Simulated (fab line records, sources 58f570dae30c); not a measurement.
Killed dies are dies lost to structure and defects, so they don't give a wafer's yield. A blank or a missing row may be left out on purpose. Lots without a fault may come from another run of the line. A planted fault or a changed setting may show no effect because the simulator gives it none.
Which tool did it? | flow berkeley_cmos170 | 14 lots, 42 wafers sampled, at 1 step of a route of 331

WHAT THE GAUGES READ, wafer by wafer
UCB170_NWELL_OVL_MEAS_12.
lot  | measured    | on         | NWELL_OVL (nm)
L236 | day 2 14:25 | overlay-02 | -1 3 7
L237 | day 2 20:16 | overlay-01 | 4 -1 3
L239 | day 3 01:27 | overlay-02 | 2 6 5
L240 | day 3 09:24 | overlay-01 | -1 13 0
L241 | day 3 12:55 | overlay-01 | -2 -3 -3
L246 | day 4 09:33 | overlay-01 | 0 -2 0
L248 | day 4 17:10 | overlay-01 | 1 4 5
L249 | day 5 07:06 | overlay-01 | 3 9 4
L251 | day 5 13:01 | overlay-02 | 2 2 0
L252 | day 5 16:28 | overlay-02 | 0 6 0
L253 | day 5 21:30 | overlay-01 | 0 3 -1
L255 | day 6 07:27 | overlay-02 | -3 -3 3
L256 | day 6 14:26 | overlay-02 | 3 8 2
L258 | day 6 23:26 | overlay-01 | 6 8 -4

WHICH TOOL RAN EACH LOT (tool, then ch and the chambers of the sampled wafers, then the start)
The record holds no process step before these readings.

WHAT THE TOOLS THEMSELVES READ (means of the sampled wafers that have a number; where no wafer has one, the mark that the record gives instead)
The record holds no such reading with a usual standard deviation.

THE ANSWER, worked out from the rows above alone
Rule: what is usual is taken from the lots themselves. Put in order of their means at a reading, lots are off if they are a third of the lots or fewer, leave a main group of 4 or more, and stand apart from it by a gap of 3 or more times the standard deviation of the main group's means; of several such gaps the widest counts. A main group whose means are all the same, to the digits that the tables above print for the reading, isn't used. A lot without any number at a reading at which 4 lots or more have one is off too. The other lots that the step has rows for count as sound. The gauges are gone through in route order, then the tools' own readings, and for those a lot's mean is taken as printed above. The first step at which some lot is off is used, and at that step the reading that is off furthest; a lot without a number counts as furthest.
No lot is off at any reading shown: from this, nothing can be told.

WHAT THE SIMULATOR HAD PUT IN
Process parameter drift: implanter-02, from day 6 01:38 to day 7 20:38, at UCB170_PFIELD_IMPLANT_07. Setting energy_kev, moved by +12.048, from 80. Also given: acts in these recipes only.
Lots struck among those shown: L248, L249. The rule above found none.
